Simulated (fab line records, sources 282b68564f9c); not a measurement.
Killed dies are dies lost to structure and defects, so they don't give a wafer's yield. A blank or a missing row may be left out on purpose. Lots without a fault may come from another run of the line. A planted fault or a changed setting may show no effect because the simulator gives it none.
A struck lot beside a sound one | flow rit_cmos | 23 steps out of a route of 202
Sound: wafers L308.1, L308.5, L308.6. Struck: wafers L309.1, L309.2, L309.3. The cause comes at the end.
At each step with rows: each side's tool, then ch and its chambers, then its first start. Under that, the readings that differ: sound wafers | struck wafers | difference of the means | sigmas: that difference in standard deviations of wafers without a fault.
alike: readings whose means differ by less than 2 such deviations, and words and numbers that are the same on both sides. not compared: withheld readings, readings that some wafer has no value for, bounds like >300 that may hide the same value, and numbers for which the record gives no deviation and whose values overlap.
The two part at a step that has a row with sigmas, a row that says differs or no value, or rows on one side only. Numbers that don't overlap but have no deviation are shown without sigmas and don't part them. A reading that every wafer of one side lacks parts them only if that side has two wafers or more.

RIT_CONTACT_CD_MEAS_08: target cd 1000 nm.
  sound on cd_sem-01, day 3 14:31; struck on cd_sem-02, day 3 20:25
  alike: cd_nm
RIT_CONTACT_OVL_MEAS_09:
  sound on overlay-01, day 3 14:38; struck on overlay-02, day 3 20:32
  alike: CONTACT_OVL
then, 1 step without rows for these wafers: RIT_CONTACT_HARDBAKE_10 (time 60 s).
RIT_CONTACT_ETCH_11: etches SiO2 in CHF3/CF4/Ar, stops on TiSi2, target depth 480 nm, time 320 s.
  sound on rie_diel-01 ch 0,1,3, day 3 14:50; struck on rie_diel-03 ch 0,1,2, day 3 20:43
  reading                | sound          | struck         | difference | sigmas
  throttle_valve_pct (%) | 8.93 9.01 9.02 | 8.80 8.57 8.65 | -0.31      | -2
  alike: drypump_motor_current_A, oes_product_au
  not compared: rf_hours_counter_h
RIT_CONTACT_STRIP_12: strips in O2, time 180 s.
  sound on plasma_asher-01 ch 0,1, day 3 15:01; struck on plasma_asher-01 ch 0,1, day 3 20:55
  alike: drypump_motor_current_A
  not compared: rf_hours_counter_h
RIT_CONTACT_CD_MEAS_90: target cd 1000 nm.
  sound on cd_sem-02, day 3 15:11; struck on cd_sem-02, day 3 21:05
  alike: cd_nm
then, 2 steps without rows for these wafers: RIT_CONTACT_CLEAN_13 (cleans in SC1, time 600 s); RIT_CONTACT_CLEAN_14 (cleans in SC2, time 600 s).
RIT_M1_SPUTTER_00: material Al, target thk 400 nm, time 484.9 s.
  sound on pvd_sputter-02, day 3 15:40; struck on pvd_sputter-03, day 3 21:34
  alike: throttle_valve_pct
RIT_M1_RS_MEAS_01: measures by four-point-probe.
  sound on film_metro-02, day 3 15:58; struck on film_metro-03, day 3 21:52
  alike: M1_AL_RS
RIT_M1_THK_MEAS_02: measures by xrf.
  sound on film_metro-02, day 3 16:05; struck on film_metro-03, day 3 21:59
  alike: M1_AL_THK
then, 1 step without rows for these wafers: RIT_M1_HMDS_03 (prime time 60 s).
RIT_M1_COAT_04: resist thk 1300 nm.
  sound on litho_track-02 ch 0, day 3 16:17; struck on litho_track-02 ch 0, day 3 22:12
  reading                                 | sound          | struck            | difference | sigmas
  model.NOVOLAK_of_M1_COAT_04.thk_nm (nm) | 1294 1294 1296 | 711.9 712.7 711.4 | -582.7     |
  alike: chill_plate_temp_C, exhaust_pa, resist_line_temp_C
then, 3 steps without rows for these wafers: RIT_M1_SOFTBAKE_05 (time 60 s); RIT_M1_EXPOSE_06 (exposes mask M12, target cd 2600 nm); RIT_M1_PEB_07.
RIT_M1_DEVELOP_08: develop time 70.4 s.
  sound on litho_track-02 ch 0; struck on litho_track-01 ch 0
  reading             | sound          | struck         | difference | sigmas
  model.M1.cd_nm (nm) | 2600 2599 2600 | 2530 2529 2530 | -70        |
  alike: chill_plate_temp_C, exhaust_pa, resist_line_temp_C
RIT_M1_CD_MEAS_09: target cd 2600 nm.
  sound on cd_sem-01, day 3 17:01; struck on cd_sem-01, day 3 23:03
  reading    | sound                | struck               | difference | sigmas
  cd_nm (nm) | 2599.8 2598.6 2599.4 | 2529.5 2529.1 2530.0 | -69.7      | -35
RIT_M1_OVL_MEAS_10:
  sound on overlay-02, day 3 17:08; struck on overlay-02, day 3 23:10
  alike: M1_OVL
then, 1 step without rows for these wafers: RIT_M1_HARDBAKE_11 (time 120 s).
RIT_M1_METAL_ETCH_12: etches Al in Cl2/BCl3, stops on SiO2, time 165 s, target depth 600 nm.
  sound on rie_metal-03 ch 0,1, day 3 17:25; struck on rie_metal-01 ch 0,1, day 3 23:28
  reading                                 | sound             | struck            | difference | sigmas
  model.NOVOLAK_of_M1_COAT_04.thk_nm (nm) | 804.2 802.5 791.5 | 308.3 303.4 298.7 | -495.9     |
  model.M1.cd_nm (nm)                     | 2601 2600 2599    | 2530 2532 2532    | -69        |
  alike: drypump_motor_current_A, oes_product_au, throttle_valve_pct
  not compared: rf_hours_counter_h
then, 1 step without rows for these wafers: RIT_M1_STRIP_13 (strips in nmp, time 600 s).
RIT_M1_PROBE_99:
  sound on prober-02, day 3 19:41; struck on prober-01, day 4 01:43
  reading                      | sound          | struck         | difference | sigmas
  model.etest.m1.width_nm (nm) | 2598 2595 2604 | 2532 2537 2531 | -66        |
  alike: defect_limited_yield, killed_at_contacts, killed_at_front_end, killed_dies, killed_open, killed_short, sort_bin_3_pad_short, sort_bin_5_function, sort_bin_6_memory, sort_n_pass, sort_yield_pct

WHERE THEY PART
First at RIT_CONTACT_ETCH_11; last, within this record, at RIT_M1_CD_MEAS_09. Later steps at which nothing parts them and some readings are alike: RIT_M1_OVL_MEAS_10, RIT_M1_METAL_ETCH_12, RIT_M1_PROBE_99.

WHY: what the simulator had put in
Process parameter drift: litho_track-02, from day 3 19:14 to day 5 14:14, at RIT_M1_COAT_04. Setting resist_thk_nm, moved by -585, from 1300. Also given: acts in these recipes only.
